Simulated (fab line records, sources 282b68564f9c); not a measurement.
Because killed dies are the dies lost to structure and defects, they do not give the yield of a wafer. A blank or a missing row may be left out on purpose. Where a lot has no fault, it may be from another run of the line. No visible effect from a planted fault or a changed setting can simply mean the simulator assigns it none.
Lot-split experiment	flow ritCmos	5 lots, 23 wafers read, on a route of 202 steps

## ABOUT THE SPLIT
At RIT_CONTACT_ETCH_11 (etches SiO2 in CHF3/CF4/Ar, stops on TiSi2, target depth 480 nm, time 320 s), the setting timeS was moved away from the recipe's 320 s on 9 of the 23 wafers read, by -8.2% to +13.1%. This setting was run at the recipe's value on the other wafers.

The split's own step is where the reading is taken.

## THE READING
NOVOLAK_of_CONTACT_COAT_03.thkNm (the simulator's own value, which no gauge read), in nm, at RIT_CONTACT_ETCH_11 (etches SiO2 in CHF3/CF4/Ar, stops on TiSi2, target depth 480 nm, time 320 s). No usual value for it is given in the file. The 14 wafers here that ran the recipe average 768.6 nm, standard deviation 3 nm.

wafer	tool, chamber at the split	timeS as run, s	against the recipe	NOVOLAK_of_CONTACT_COAT_03.thkNm, nm	against lot-mates on the recipe
L077.1	rieDiel-04, 3	320	recipe	770.5	-
L077.2	rieDiel-04, 1	361.9	+13.1%	755.1	-15.4
L077.3	rieDiel-04, 0	320	recipe	772.6	-
L077.4	rieDiel-04, 2	361.9	+13.1%	757.9	-12.6
L077.6	rieDiel-04, 1	320	recipe	768.4	-
L081.2	rieDiel-04, 3	320	recipe	764.4	-
L081.3	rieDiel-04, 0	358.5	+12.0%	753.9	-12.4
L081.4	rieDiel-04, 2	320	recipe	768.3	-
L081.5	rieDiel-04, 3	358.5	+12.0%	751.2	-15.1
L081.6	rieDiel-04, 2	358.5	+12.0%	755.4	-10.9
L082.1	rieDiel-04, 2	320	recipe	769.9	-
L082.2	rieDiel-04, 0	353.9	+10.6%	761.1	-9.5
L082.3	rieDiel-04, 3	353.9	+10.6%	758	-12.6
L082.4	rieDiel-04, 1	320	recipe	769.7	-
L082.5	rieDiel-04, 2	320	recipe	772.1	-
L084.1	rieDiel-03, 2	320	recipe	769.4	-
L084.2	rieDiel-03, 3	320	recipe	769.3	-
L084.3	rieDiel-03, 0	320	recipe	771.5	-
L084.5	rieDiel-03, 3	293.8	-8.2%	779.4	+9.3
L084.6	rieDiel-03, 0	293.8	-8.2%	779.3	+9.2
L085.1	rieDiel-04, 1	320	recipe	764.5	-
L085.2	rieDiel-04, 0	320	recipe	767.6	-
L085.4	rieDiel-04, 3	320	recipe	761.9	-

THE FIT
A straight line over all 23 wafers: NOVOLAK_of_CONTACT_COAT_03.thkNm changes by -1.1 nm for each +1% of timeS; r = -0.93; the points scatter about the line by 2.9 nm.
The same after taking each lot's own level away (the mean of its wafers on the recipe; 23 wafers): -1.08 nm for each +1%; r = -0.97; scatter 1.7 nm.
The reading moves by 14 nm for the largest change in timeS, on that fit.
The lots' own levels span 764.67 to 770.57 nm, that is 2.0 times the standard deviation above.
Consequently the slope shifts little with the lot-to-lot level, the two slopes agreeing.
Check: for one of the wafers moved furthest among these (+13.1%), held out of the fit, the line's prediction against its lot-mates is -13.7 nm. It came out at -15.4 nm against them.

## OTHER SPLITS APPLIED TO THESE WAFERS
These wafers also went through other splits before the reading. Each is held against what the fit with the lots' levels taken away leaves over:
other split on the same wafers	wafers away from the commonest value	r with NOVOLAK_of_CONTACT_COAT_03.thkNm (lot level and that fit taken away)
RIT_NSD_COAT_01 spinRpm	7	-0.34
RIT_NSD_IMPLANT_08 doseCm2	7	-0.13
RIT_SDANNEAL_CLEAN_01 timeS	15	+0.03
RIT_SILICIDE_SPUTTER_01 timeS	7	-0.01
RIT_CONTACT_CVD_00 timeS	9	-0.02

## FILE'S OWN FIT
NOVOLAK_of_CONTACT_COAT_03.thkNm changes by -1.07 nm for each +1% of timeS, r = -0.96.
